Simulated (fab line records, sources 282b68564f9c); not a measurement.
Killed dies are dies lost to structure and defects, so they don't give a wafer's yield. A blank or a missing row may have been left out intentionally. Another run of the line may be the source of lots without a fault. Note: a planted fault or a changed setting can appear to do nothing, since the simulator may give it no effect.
A lot that was struck, set against a sound lot ; flow rit-cmos ; 15 out of 202 route steps
Sound: these wafers, L594.1, L594.3, L594.5. Struck: wafers L604.3, L604.4, L604.6. At the end, the cause is stated.
At each step with rows: each side's tool, then ch and its chambers, then its first start. Under that, the readings that differ: sound wafers ; struck wafers ; difference of the means ; sigmas: that difference in standard deviations of wafers without a fault.
alike: readings whose means differ by less than 2 such deviations, and words and numbers that are the same on both sides. not compared: withheld readings, readings that some wafer has no value for, bounds like >300 that may hide the same value, and numbers for which the record gives no deviation and whose values overlap.
A row with sigmas, a row that says differs or no value, or rows on one side alone: a step with any of these is where the two part. Non-overlapping numbers with no deviation appear without sigmas and do not part them. A reading missing from all wafers of one side parts the sides only when that side holds two or more wafers.

first, 1 step without rows for these wafers: RIT_GATE_CVD_08 (deposits poly-Si from SiH4, target thk 250 nm, time 2220 s).
RIT_GATE_THK_MEAS_09:
  struck on film-metro-03, day 5 08:55; sound on film-metro-03, day 3 01:20
  alike: GATE_POLY_THK
then, 6 steps without rows for these wafers: RIT_GATE_HMDS_10 (prime time 60 s); RIT_GATE_COAT_11 (resist thk 850 nm); RIT_GATE_SOFTBAKE_12 (time 60 s); RIT_GATE_EXPOSE_13 (exposes mask M6, target cd 150 nm); RIT_GATE_PEB_14; RIT_GATE_DEVELOP_15 (develop time 50 s).
RIT_GATE_CD_MEAS_16: the cd target is 150 nm.
  struck on cd-sem-02, day 5 09:59; sound on cd-sem-01, day 3 02:30
  alike: cd-nm
RIT_GATE_OVL_MEAS_17:
  struck on overlay-01, day 5 10:04; sound on overlay-01, day 3 02:37
reading;sound;struck;difference;sigmas
GATE_OVL (nm);-1.6 -1.7 -1.0;1.8 1.3 1.7;+3.0;+2
then, 1 step without rows for these wafers: RIT_GATE_HARDBAKE_18 (time 60 s).
RIT_GATE_ETCH_19: etches poly-Si in SF6/CHF3/O2, stops on SiO2, time 165 s, target depth 312.5 nm.
  sound on rie-si-02 ch 2,3, day 3 02:49; struck on rie-si-02 ch 0,1, day 5 10:14
reading;sound;struck;difference;sigmas
drypump-motor-current-A (A);5.84 5.79 5.77;5.02 5.23 5.22;-0.64;-2
  alike: CHF3_flow_sccm, oes-product-au, throttle-valve-pct
  not compared: rf-hours-counter-h
RIT_GATE_STRIP_20: strips in O2, time 180 s.
  sound on plasma-asher-02 ch 0,1, day 3 02:55; struck on plasma-asher-04 ch 0,1, day 5 10:25
  no value came back on the struck wafers for chamber-pressure-mTorr (mTorr), drypump-motor-current-A (A), o2-flow-sccm (sccm); on the sound wafers chamber-pressure-mTorr (mTorr) reads 4001 4003 4000
reading;sound;struck;difference;sigmas
model.NOVOLAK_of_GATE_COAT_11.thk-nm (nm);0 0 0;664.8 666.3 666.2;+665.8;
  not compared: rf-hours-counter-h
RIT_GATE_CD_MEAS_90: the cd target is 150 nm.
  struck on cd-sem-02, day 5 10:34; sound on cd-sem-01, day 3 03:05
  alike: cd-nm
RIT_M1_PROBE_99:
  struck on prober-01, day 6 08:13; sound on prober-01, day 4 03:01
reading;sound;struck;difference;sigmas
hold;- - -;await-dispo/2.6h/scrap await-dispo/2.6h/scrap await-dispo/2.6h/scrap;no value on the sound wafers;
killed-at-front-end;5 6 1;264 264 263;+260;+87
killed-dies;6 6 2;264 264 264;+259;+86
killed-on-rim;4 2 0;70 70 70;+68;+49
  alike: killed-at-contacts, killed-open, killed-short

WHERE THEY PART
First at RIT_GATE_OVL_MEAS_17; last, within this record, at RIT_M1_PROBE_99.

WHY: the cause the simulator had injected
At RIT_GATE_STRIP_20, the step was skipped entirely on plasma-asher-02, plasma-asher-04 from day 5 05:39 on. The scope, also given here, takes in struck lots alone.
